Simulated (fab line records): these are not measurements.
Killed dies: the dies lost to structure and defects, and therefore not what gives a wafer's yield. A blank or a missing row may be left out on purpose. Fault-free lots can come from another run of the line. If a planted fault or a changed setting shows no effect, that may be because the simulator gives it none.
Comparing a struck lot with a sound one | flow rit_cmos | 20 steps out of a route of 202
Sound: wafers L573.2, L573.4, L573.6. The struck wafers were L583.4, L583.5, L583.6. The cause is given at the end.
For every step that has rows: the tool of each side, followed by ch and its chambers, followed by its first start. Under that, the readings that differ: sound wafers | struck wafers | difference of the means | sigmas: that difference in standard deviations of wafers without a fault.
alike: words and numbers the same on both sides, and readings whose means are apart by under 2 such deviations; not compared: readings that were withheld, readings missing a value for some wafer, numbers with overlapping values and no deviation given by the record, and bounds like >300 which may hide the same value.
Wherever a step has rows on one side only, a row that says differs or no value, or a row with sigmas, the two part there. When numbers do not overlap yet have no deviation, they are printed without sigmas and do not part them. Lack of a reading on every wafer of one side parts them only where that side has two or more wafers.

first, 2 steps without rows for these wafers: RIT_NWELL_HARDBAKE_07 (time 120 s); RIT_NWELL_IMPLANT_08.
RIT_NWELL_STRIP_09: strips in O2, time 180 s.
  sound on plasma_asher-01 ch 0,1, day 3 15:32; struck on plasma_asher-04 ch 0,1, day 5 17:29
  alike: drypump_motor_current_A, o2_flow_sccm
  not compared: rf_hours_counter_h
RIT_NWELL_TW_MEAS_10:
  sound: film_metro-03 at day 3 15:43; struck: film_metro-03 at day 5 17:38
  alike: NWELL_TW
then, 6 steps without rows for these wafers: RIT_PWELL_HMDS_00 (prime time 60 s); RIT_PWELL_COAT_01 (resist thk 1300 nm); RIT_PWELL_SOFTBAKE_02 (time 60 s); RIT_PWELL_EXPOSE_03 (exposes mask M3, target cd 43700 nm); RIT_PWELL_PEB_04; RIT_PWELL_DEVELOP_05 (develop time 68 s).
RIT_PWELL_OVL_MEAS_06:
  sound: overlay-01 at day 3 16:39; struck: overlay-02 at day 5 18:41
  alike: PWELL_OVL
then, 1 step without rows for these wafers: RIT_PWELL_HARDBAKE_07 (time 120 s).
RIT_PWELL_IMPLANT_08:
  sound on implanter-02 ch 0, day 3 16:58; struck on implanter-04 ch 0, day 5 19:01
  reading            | sound                         | struck                        | difference | sigmas
  dose_ions_cm2      | 6.996e+13 6.999e+13 6.996e+13 | 9.108e+13 9.107e+13 9.091e+13 | +2.105e+13 | +99 or more
  faraday_current_uA | 215 223 228                   | 298 291 282                   | +68        | +16
  alike: beam_energy_keV
RIT_PWELL_STRIP_09: strips in O2, time 180 s.
  sound on plasma_asher-03 ch 0,1, day 3 17:05; struck on plasma_asher-04 ch 0,1, day 5 19:09
  alike: drypump_motor_current_A, o2_flow_sccm
  not compared: rf_hours_counter_h
RIT_PWELL_TW_MEAS_10:
  sound: film_metro-01 at day 3 17:16; struck: film_metro-03 at day 5 19:18
  reading  | sound       | struck         | difference | sigmas
  PWELL_TW | 961 961 964 | 1032 1028 1027 | +67        | +7
then, 1 step without rows for these wafers: RIT_WELLDRIVE_ANNEAL_00 (time 14700 s).
RIT_WELLDRIVE_RS_MEAS_01: uses a four-point probe to measure.
  sound: film_metro-01 at day 4 00:27; struck: film_metro-03 at day 6 01:08
  alike: NWELL_RS
RIT_WELLDRIVE_RS_MEAS_02: uses a four-point probe to measure.
  sound: film_metro-01 at day 4 00:34; struck: film_metro-03 at day 6 01:16
  reading           | sound             | struck            | difference | sigmas
  PWELL_RS (ohm/sq) | 430.0 429.7 430.2 | 365.2 366.0 365.5 | -64.4      | -59
then, 1 step without rows for these wafers: RIT_NRETRO_HMDS_00 (prime time 60 s).
RIT_M1_PROBE_99:
  sound: prober-02 at day 5 10:35; struck: prober-01 at day 7 07:52
  reading                             | sound             | struck            | difference | sigmas
  model.etest.nmos_0p3.r_on_ohm_um    | 2185 2156 2130    | 2360 2344 2341    | +191       |
  model.etest.pwell_pinched.rs_ohm_sq | 458.5 466.6 457.6 | 387.2 388.2 385.2 | -74.0      |
  model.etest.pwell.rs_ohm_sq         | 410.4 412.9 413.8 | 352.5 351.9 353.7 | -59.7      |
  model.etest.nmos_turned.drive_ua_um | 325.4 329.4 334.4 | 276.8 275.4 276.9 | -53.4      |
  model.etest.nmos_0p15.drive_ua_um   | 465.6 474.3 483.8 | 421.5 419.5 425.4 | -52.4      |
  model.etest.nmos_narrow.drive_ua_um | 229.8 236.7 238.1 | 195.5 198.8 197.6 | -37.6      |
  model.etest.nmos_0p3.drive_ua_um    | 227.7 232.9 233.3 | 192.3 191.4 194.5 | -38.6      |
  alike: killed_at_contacts, killed_at_front_end, killed_dies, killed_open, killed_short
  not compared: model.etest.nmos_0p15.r_on_ohm_um

## WHERE THEY PART
At RIT_PWELL_IMPLANT_08 first; at RIT_WELLDRIVE_RS_MEAS_02 last (within this record only). Later steps at which nothing parts them and some readings are alike: RIT_M1_PROBE_99.

WHY: the cause the simulator had injected
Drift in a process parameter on implanter-04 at RIT_PWELL_IMPLANT_08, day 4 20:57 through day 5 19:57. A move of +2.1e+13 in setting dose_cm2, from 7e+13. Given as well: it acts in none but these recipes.
